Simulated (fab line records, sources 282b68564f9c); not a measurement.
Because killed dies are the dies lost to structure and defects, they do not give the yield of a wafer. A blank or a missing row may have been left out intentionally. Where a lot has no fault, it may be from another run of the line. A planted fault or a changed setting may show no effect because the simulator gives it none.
Check for tools in common || flow rit cmos || Sample size 14 lots and 42 wafers

REASON IT WAS OPENED
Of 14 lots, 2 have the reading GATE_POLY_THK flagged at RIT_GATE_THK_MEAS_09. No-fault wafers: 255.5 nm, standard deviation 2.5.
Rule: a lot is flagged when every wafer of it that has a number lies more than 4 standard deviations from that mean, or none has a number. The other lots count as sound.

{"lot": "L894", "measured": "day 2 14:51", "on": "film metro-02", "GATE_POLY_THK (nm), wafer by wafer": "257.5 258.3 260.8", "flag": ""}
{"lot": "L895", "measured": "day 2 19:45", "on": "film metro-02", "GATE_POLY_THK (nm), wafer by wafer": "256.7 254.9 254.8", "flag": ""}
{"lot": "L898", "measured": "day 3 08:49", "on": "film metro-04", "GATE_POLY_THK (nm), wafer by wafer": "253.2 252.9 252.0", "flag": ""}
{"lot": "L899", "measured": "day 3 14:08", "on": "film metro-01", "GATE_POLY_THK (nm), wafer by wafer": "251.7 252.0 252.5", "flag": ""}
{"lot": "L904", "measured": "day 4 19:22", "on": "film metro-01", "GATE_POLY_THK (nm), wafer by wafer": "205.0 206.6 206.3", "flag": "FLAGGED"}
{"lot": "L906", "measured": "day 5 02:23", "on": "film metro-04", "GATE_POLY_THK (nm), wafer by wafer": "210.8 210.5 208.0", "flag": "FLAGGED"}
{"lot": "L907", "measured": "day 5 10:32", "on": "film metro-01", "GATE_POLY_THK (nm), wafer by wafer": "254.9 255.1 254.4", "flag": ""}
{"lot": "L908", "measured": "day 5 16:17", "on": "film metro-04", "GATE_POLY_THK (nm), wafer by wafer": "252.5 253.2 253.4", "flag": ""}
{"lot": "L909", "measured": "day 5 16:30", "on": "film metro-04", "GATE_POLY_THK (nm), wafer by wafer": "257.6 257.4 256.3", "flag": ""}
{"lot": "L910", "measured": "day 5 21:02", "on": "film metro-04", "GATE_POLY_THK (nm), wafer by wafer": "255.4 257.4 255.5", "flag": ""}
{"lot": "L911", "measured": "day 6 06:53", "on": "film metro-02", "GATE_POLY_THK (nm), wafer by wafer": "254.3 253.8 254.3", "flag": ""}
{"lot": "L913", "measured": "day 6 13:16", "on": "film metro-02", "GATE_POLY_THK (nm), wafer by wafer": "258.1 258.5 259.7", "flag": ""}
{"lot": "L914", "measured": "day 6 17:19", "on": "film metro-02", "GATE_POLY_THK (nm), wafer by wafer": "256.2 258.1 256.9", "flag": ""}
{"lot": "L915", "measured": "day 7 08:50", "on": "film metro-01", "GATE_POLY_THK (nm), wafer by wafer": "259.0 259.1 259.9", "flag": ""}
On average the flagged lots' numbers are 207.9 nm, which is -47.6 nm against the usual, or -19 standard deviations.

WHICH TOOL EACH LOT WENT THROUGH
Before the reading, the record contains 2 process steps out of a 202-step route. Each cell gives the tool, then ch followed by the chambers the sampled wafers passed through, then the start.
{"lot": "L894", "flag": "", "RIT_PRETRO_STRIP_09": "plasma asher-01 ch 0,1, day 2 09:11", "RIT_GATE_CVD_08": "lpcvd-01 ch 0, day 2 12:26"}
{"lot": "L895", "flag": "", "RIT_PRETRO_STRIP_09": "plasma asher-04 ch 0,1, day 2 14:24", "RIT_GATE_CVD_08": "lpcvd-02 ch 0, day 2 18:07"}
{"lot": "L898", "flag": "", "RIT_PRETRO_STRIP_09": "plasma asher-01 ch 0,1, day 3 04:07", "RIT_GATE_CVD_08": "lpcvd-02 ch 0, day 3 07:11"}
{"lot": "L899", "flag": "", "RIT_PRETRO_STRIP_09": "plasma asher-01 ch 0,1, day 3 10:07", "RIT_GATE_CVD_08": "lpcvd-02 ch 0, day 3 12:32"}
{"lot": "L904", "flag": "FLAGGED", "RIT_PRETRO_STRIP_09": "plasma asher-01 ch 0, day 4 13:54", "RIT_GATE_CVD_08": "lpcvd-01 ch 1, day 4 17:45"}
{"lot": "L906", "flag": "FLAGGED", "RIT_PRETRO_STRIP_09": "plasma asher-01 ch 0,1, day 4 22:42", "RIT_GATE_CVD_08": "lpcvd-01 ch 1, day 5 00:44"}
{"lot": "L907", "flag": "", "RIT_PRETRO_STRIP_09": "plasma asher-03 ch 0,1, day 5 02:13", "RIT_GATE_CVD_08": "lpcvd-02 ch 0, day 5 08:55"}
{"lot": "L908", "flag": "", "RIT_PRETRO_STRIP_09": "plasma asher-04 ch 0,1, day 5 08:55", "RIT_GATE_CVD_08": "lpcvd-01 ch 0, day 5 14:38"}
{"lot": "L909", "flag": "", "RIT_PRETRO_STRIP_09": "plasma asher-01 ch 0,1, day 5 11:48", "RIT_GATE_CVD_08": "lpcvd-02 ch 0, day 5 14:53"}
{"lot": "L910", "flag": "", "RIT_PRETRO_STRIP_09": "plasma asher-04 ch 0,1, day 5 17:05", "RIT_GATE_CVD_08": "lpcvd-02 ch 0, day 5 19:25"}
{"lot": "L911", "flag": "", "RIT_PRETRO_STRIP_09": "plasma asher-04 ch 0,1, day 5 23:08", "RIT_GATE_CVD_08": "lpcvd-02 ch 1, day 6 05:15"}
{"lot": "L913", "flag": "", "RIT_PRETRO_STRIP_09": "plasma asher-01 ch 0,1, day 6 08:03", "RIT_GATE_CVD_08": "lpcvd-01 ch 0, day 6 11:38"}
{"lot": "L914", "flag": "", "RIT_PRETRO_STRIP_09": "plasma asher-03 ch 0,1, day 6 13:34", "RIT_GATE_CVD_08": "lpcvd-01 ch 0, day 6 15:41"}
{"lot": "L915", "flag": "", "RIT_PRETRO_STRIP_09": "plasma asher-04 ch 1, day 6 21:45", "RIT_GATE_CVD_08": "lpcvd-01 ch 0, day 7 07:13"}
What these steps do:
- RIT_PRETRO_STRIP_09: strips in O2, time 180 s.
- RIT_GATE_CVD_08: deposits poly-Si from SiH4, target thk 250 nm, time 2220 s.
- RIT_GATE_THK_MEAS_09

FLAGGED OVER TOTAL, TOOL BY TOOL (the gauges that took the reading come last)
{"step": "RIT_PRETRO_STRIP_09", "tool": "plasma asher-01", "lots run": 7, "flagged": 2, "share of the flagged lots": "all", "sound lots run after its first flagged lot": "2 (L909,L913)"}
{"step": "RIT_PRETRO_STRIP_09", "tool": "plasma asher-03", "lots run": 2, "flagged": 0, "share of the flagged lots": "none", "sound lots run after its first flagged lot": "-"}
{"step": "RIT_PRETRO_STRIP_09", "tool": "plasma asher-04", "lots run": 5, "flagged": 0, "share of the flagged lots": "none", "sound lots run after its first flagged lot": "-"}
{"step": "RIT_GATE_CVD_08", "tool": "lpcvd-01", "lots run": 7, "flagged": 2, "share of the flagged lots": "all", "sound lots run after its first flagged lot": "4 (L908,L913,L914,L915)"}
{"step": "RIT_GATE_CVD_08", "tool": "lpcvd-02", "lots run": 7, "flagged": 0, "share of the flagged lots": "none", "sound lots run after its first flagged lot": "-"}
{"step": "RIT_GATE_THK_MEAS_09", "tool": "film metro-01", "lots run": 4, "flagged": 1, "share of the flagged lots": "some", "sound lots run after its first flagged lot": "2 (L907,L915)"}
{"step": "RIT_GATE_THK_MEAS_09", "tool": "film metro-02", "lots run": 5, "flagged": 0, "share of the flagged lots": "none", "sound lots run after its first flagged lot": "-"}
{"step": "RIT_GATE_THK_MEAS_09", "tool": "film metro-04", "lots run": 5, "flagged": 1, "share of the flagged lots": "some", "sound lots run after its first flagged lot": "3 (L908,L909,L910)"}

WHAT THE TABLE ALLOWS
In 2 table rows, all flagged lots were run: plasma asher-01 (RIT_PRETRO_STRIP_09), lpcvd-01 (RIT_GATE_CVD_08).
- plasma asher-01 at RIT_PRETRO_STRIP_09 ran 7 lots, 2 of them flagged. Sound lots ran on it after the first flagged one (L909, L913), which a lasting fault on the whole tool wouldn't allow.
- lpcvd-01 at RIT_GATE_CVD_08 ran 7 lots, 2 of them flagged. Sound lots ran on it after the first flagged one (L908, L913, L914, L915), which a lasting fault on the whole tool wouldn't allow.
There is no row in the table that ran each flagged lot and no sound lot after the first.

WHAT HAD BEEN PUT IN BY THE SIMULATOR
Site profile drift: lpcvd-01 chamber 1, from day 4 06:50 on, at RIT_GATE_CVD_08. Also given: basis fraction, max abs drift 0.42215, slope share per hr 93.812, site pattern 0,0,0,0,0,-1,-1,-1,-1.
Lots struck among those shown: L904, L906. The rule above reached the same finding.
